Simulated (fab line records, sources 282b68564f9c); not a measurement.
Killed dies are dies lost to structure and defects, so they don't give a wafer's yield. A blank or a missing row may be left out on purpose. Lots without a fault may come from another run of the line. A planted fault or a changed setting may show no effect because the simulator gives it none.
One fault seen from 2 desks | flow rit_cmos | each desk has only its own numbers; what lay behind them comes last

THE METROLOGY DESK
What the gauges read, lot by lot, whatever tool the lot ran on: means of the sampled wafers that have a number. A lot is out of limits, marked OUT, if its mean lies more than 4 standard deviations from the usual mean; the brackets give that distance.
Columns: A = CONTACT_OVL at RIT_CONTACT_OVL_MEAS_09, usual 1.7 nm; B = cd_nm at RIT_CONTACT_CD_MEAS_90, usual 999.5 nm; C = M1_AL_RS at RIT_M1_RS_MEAS_01, usual 0.0755 ohm/sq; D = M1_AL_THK at RIT_M1_THK_MEAS_02, usual 396 nm; E = cd_nm at RIT_M1_CD_MEAS_09, usual 2599.3 nm
lot  | first seen here | A   | B      | C      | D   | E
L857 | day 4 12:11     | 2.0 | 1001.7 | 0.0755 | 396 | 2599.5
L859 | day 4 21:08     | 0.6 | 1002.9 | 0.0759 | 396 | 2598.9
L861 | day 5 09:34     | 2.9 | 1001.1 | 0.0764 | 392 | 2597.6
L862 | day 5 12:04     | 3.4 | 1002.5 | 0.0753 | 401 | 2599.2
L865 | day 6 02:34     | 3.8 | 997.2  | 0.0766 | 385 | 2600.5
L869 | day 6 22:43     | 1.0 | 997.3  | 0.0753 | 398 | 2601.1
This desk's finding: nothing out of limits on any of the 6 lots.

THE TOOL OWNER'S DESK: litho_track-01
The tool's own readings at RIT_M1_SOFTBAKE_05 (time 60 s): means of the sampled wafers that have a number, for each lot that ran on this tool. A lot is out of limits, marked OUT, if its mean lies more than 4 standard deviations from the usual mean; the brackets give that distance.
Columns: A = chill_plate_temp_C at RIT_M1_SOFTBAKE_05, usual 23.02 C; B = heater_power_total_W at RIT_M1_SOFTBAKE_05, usual 34.57 W; C = plate_temp_C at RIT_M1_SOFTBAKE_05, usual 90.04 C
lot  | first seen here | A     | B               | C
L857 | day 4 14:09     | 23.12 | 34.54           | 90.16
L861 | day 5 11:24     | 23.22 | 37.40 (+56) OUT | 95.55 (+46) OUT
L862 | day 5 13:53     | 22.87 | 37.48 (+57) OUT | 95.38 (+45) OUT
This desk's finding: out of limits on L861, L862; first on L861, day 5 11:24 (heater_power_total_W at RIT_M1_SOFTBAKE_05). In limits: L857.

PUT TOGETHER
The tool owner's desk could have raised an alarm at day 5 11:24, on L861, L862.
The metrology desk saw nothing out of limits.
The metrology desk has L861, L862 on record, within its limits.
Of the lots named, all ran RIT_M1_SOFTBAKE_05 on litho_track-01.

WHAT THE SIMULATOR HAD PUT IN
Process parameter drift: litho_track-01, from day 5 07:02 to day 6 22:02, at RIT_M1_SOFTBAKE_05. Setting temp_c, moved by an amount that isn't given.
Lots struck among those shown: L861, L862.
Hours from the fault's start to each desk's first reading out of limits: the tool owner's desk, 4.
